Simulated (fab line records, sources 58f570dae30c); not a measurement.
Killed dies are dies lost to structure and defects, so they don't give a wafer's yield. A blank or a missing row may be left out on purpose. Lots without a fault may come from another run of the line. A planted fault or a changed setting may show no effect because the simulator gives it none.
Which tool did it? | flow berkeley_cmos170 | 14 lots, 42 wafers sampled, at 4 steps of a route of 331

WHAT THE GAUGES READ, wafer by wafer
UCB170_ACTIVE_OVL_MEAS_14. Usual: ACTIVE_OVL 1 nm, standard deviation 7.
lot  | measured    | on         | ACTIVE_OVL (nm) | flag
L416 | day 4 12:19 | overlay-02 | 4 2 6           |
L417 | day 5 04:32 | overlay-01 | 7 4 2           |
L418 | day 5 15:14 | overlay-01 | 2 6 -1          |
L420 | day 5 20:41 | overlay-01 | 3 11 3          |
L421 | day 6 01:56 | overlay-02 | 4 4 13          |
L422 | day 6 10:56 | overlay-01 | -1 -6 3         |
L424 | day 6 11:11 | overlay-02 | -7 -12 -2       |
L423 | day 6 11:25 | overlay-01 | -6 12 3         |
L426 | day 6 18:33 | overlay-01 | 4 4 10          |
L425 | day 6 18:53 | overlay-02 | -4 5 4          |
L432 | day 8 17:26 | overlay-01 | 1 2 11          |
L434 | day 9 05:00 | overlay-02 | 1 -3 6          |
L436 | day 9 05:06 | overlay-01 | -3 2 -11        |
L439 | day 9 16:08 | overlay-02 | -11 -2 -4       |

UCB170_GATE_THK_MEAS_05. Usual: GATE_POLY_THK 215.5 nm, standard deviation 2.
lot  | measured     | on            | GATE_POLY_THK (nm) | flag
L416 | day 6 15:20  | film_metro-03 | 217.0 218.0 218.9  |
L417 | day 7 18:02  | film_metro-03 | 216.2 216.5 217.1  |
L418 | day 8 09:07  | film_metro-01 | 214.4 215.1 217.9  |
L420 | day 8 09:11  | film_metro-01 | 214.2 215.7 214.7  |
L421 | day 8 09:11  | film_metro-03 | 211.6 211.6 212.3  |
L422 | day 8 18:03  | film_metro-01 | 213.3 213.0 213.1  |
L424 | day 8 18:04  | film_metro-03 | 214.6 214.6 214.0  |
L423 | day 8 18:03  | film_metro-02 | 214.3 216.0 215.7  |
L426 | day 9 01:38  | film_metro-02 | 214.7 215.8 214.9  |
L425 | day 9 01:38  | film_metro-03 | 215.5 215.0 216.9  |
L432 | day 10 14:11 | film_metro-01 | 219.4 220.6 221.5  |
L434 | day 11 07:15 | film_metro-02 | 214.5 212.9 213.1  |
L436 | day 11 07:14 | film_metro-03 | 214.5 215.2 214.3  |
L439 | day 11 23:05 | film_metro-02 | 214.2 214.7 214.5  |

UCB170_PSD_CD_MEAS_06: target cd 1200 nm. Usual: cd_nm 1199.4 nm, standard deviation 1.7.
lot  | measured     | on        | cd_nm (nm)           | flag
L416 | day 7 05:05  | cd_sem-01 | 1199.6 1200.4 1200.4 |
L417 | day 8 07:36  | cd_sem-01 | 1197.5 1196.7 1198.8 |
L418 | day 8 23:51  | cd_sem-01 | 1200.5 1198.7 1198.1 |
L420 | day 9 00:05  | cd_sem-02 | 1198.1 1198.5 1198.3 |
L421 | day 8 23:36  | cd_sem-02 | 1198.4 1199.8 1198.8 |
L422 | day 9 06:29  | cd_sem-02 | 1197.3 1196.5 1196.8 |
L424 | day 9 06:15  | cd_sem-02 | 1201.2 1200.9 1201.6 |
L423 | day 9 06:20  | cd_sem-01 | 1201.9 1200.7 1201.6 |
L426 | day 9 18:25  | cd_sem-01 | 1200.9 1200.8 1199.9 |
L425 | day 9 18:08  | cd_sem-02 | 1196.2 1197.2 1199.3 |
L432 | day 11 04:40 | cd_sem-01 | 1200.4 1200.8 1199.2 |
L434 | day 11 22:04 | cd_sem-01 | 1202.2 1202.3 1203.0 |
L436 | day 11 22:18 | cd_sem-01 | 1198.8 1199.7 1199.8 |
L439 | day 12 18:55 | cd_sem-01 | 1199.2 1200.2 1198.5 |

WHICH TOOL RAN EACH LOT (tool, then ch and the chambers of the sampled wafers, then the start)
lot  | UCB170_NLDD_IMPLANT_09
L416 | implanter-01 ch 0, day 6 22:11
L417 | implanter-01 ch 0, day 7 23:22
L418 | implanter-04 ch 0, day 8 14:52
L420 | implanter-01 ch 0, day 8 15:08
L421 | implanter-03 ch 0, day 8 15:23
L422 | implanter-01 ch 0, day 9 00:04
L424 | implanter-04 ch 0, day 8 23:50
L423 | implanter-01 ch 0, day 8 23:04
L426 | implanter-03 ch 0, day 9 11:29
L425 | implanter-04 ch 0, day 9 11:23
L432 | implanter-03 ch 0, day 10 21:48
L434 | implanter-03 ch 0, day 11 13:42
L436 | implanter-04 ch 0, day 11 12:56
L439 | implanter-04 ch 0, day 12 05:10
- UCB170_NLDD_IMPLANT_09

WHAT THE TOOLS THEMSELVES READ (means of the sampled wafers that have a number; where no wafer has one, the mark that the record gives instead)
UCB170_NLDD_IMPLANT_09. Usual: beam_energy_keV 29.998, standard deviation 0.0077; end_station_pressure_torr 5.12e-06 Torr, standard deviation 2.8e-07.
lot  | tool         | beam_energy_keV | end_station_pressure_torr (Torr) | flag
L416 | implanter-01 | 29.997          | 5.17e-06                         |
L417 | implanter-01 | 30.009          | 5.37e-06                         |
L418 | implanter-04 | 29.998          | 5.02e-06                         |
L420 | implanter-01 | 30.005          | 5.26e-06                         |
L421 | implanter-03 | 30.000          | 5.30e-06                         |
L422 | implanter-01 | 29.992          | 5.15e-06                         |
L424 | implanter-04 | 30.005          | 5.16e-06                         |
L423 | implanter-01 | 29.991          | 4.85e-06                         |
L426 | implanter-03 | 30.009          | 5.24e-06                         |
L425 | implanter-04 | 29.996          | 5.10e-06                         |
L432 | implanter-03 | 31.040          | 4.98e-06                         | OFF
L434 | implanter-03 | 31.049          | 4.89e-06                         | OFF
L436 | implanter-04 | 29.988          | 4.99e-06                         |
L439 | implanter-04 | 29.993          | 4.93e-06                         |

THE ANSWER, worked out from the rows above alone
Rule: a lot is off if the mean of its wafers that have a number lies more than 3 standard deviations from the usual mean. A lot without any number at a reading at which 4 lots or more have one is off too. The other lots that the step has rows for count as sound. The gauges are gone through in route order, then the tools' own readings, and for those a lot's mean is taken as printed above. The first step at which some lot is off is used, and at that step the reading that is off furthest; a lot without a number counts as furthest.
Off: L432, L434, at UCB170_NLDD_IMPLANT_09 (beam_energy_keV).
A tool fits if, at that step or a process step before it, it ran every lot that is off, and no sound lot after the first of them. One fits: implanter-03 at UCB170_NLDD_IMPLANT_09. Its last sound lot is L426 (day 9 11:29), its first lot that is off L432 (day 10 21:48): a fault that began between those two fits.
The tool's own readings at UCB170_NLDD_IMPLANT_09 bear it out: on the lots that are off they differ by more than 5 times the standard deviation of the sound lots' means. beam_energy_keV reads 31.044 there against 29.999 on the sound lots.

WHAT THE SIMULATOR HAD PUT IN
Process parameter drift: implanter-03, from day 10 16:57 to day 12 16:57, at UCB170_NLDD_IMPLANT_09. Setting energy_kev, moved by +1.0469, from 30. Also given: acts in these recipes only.
Lots struck among those shown: L432, L434. The rule above found the same.
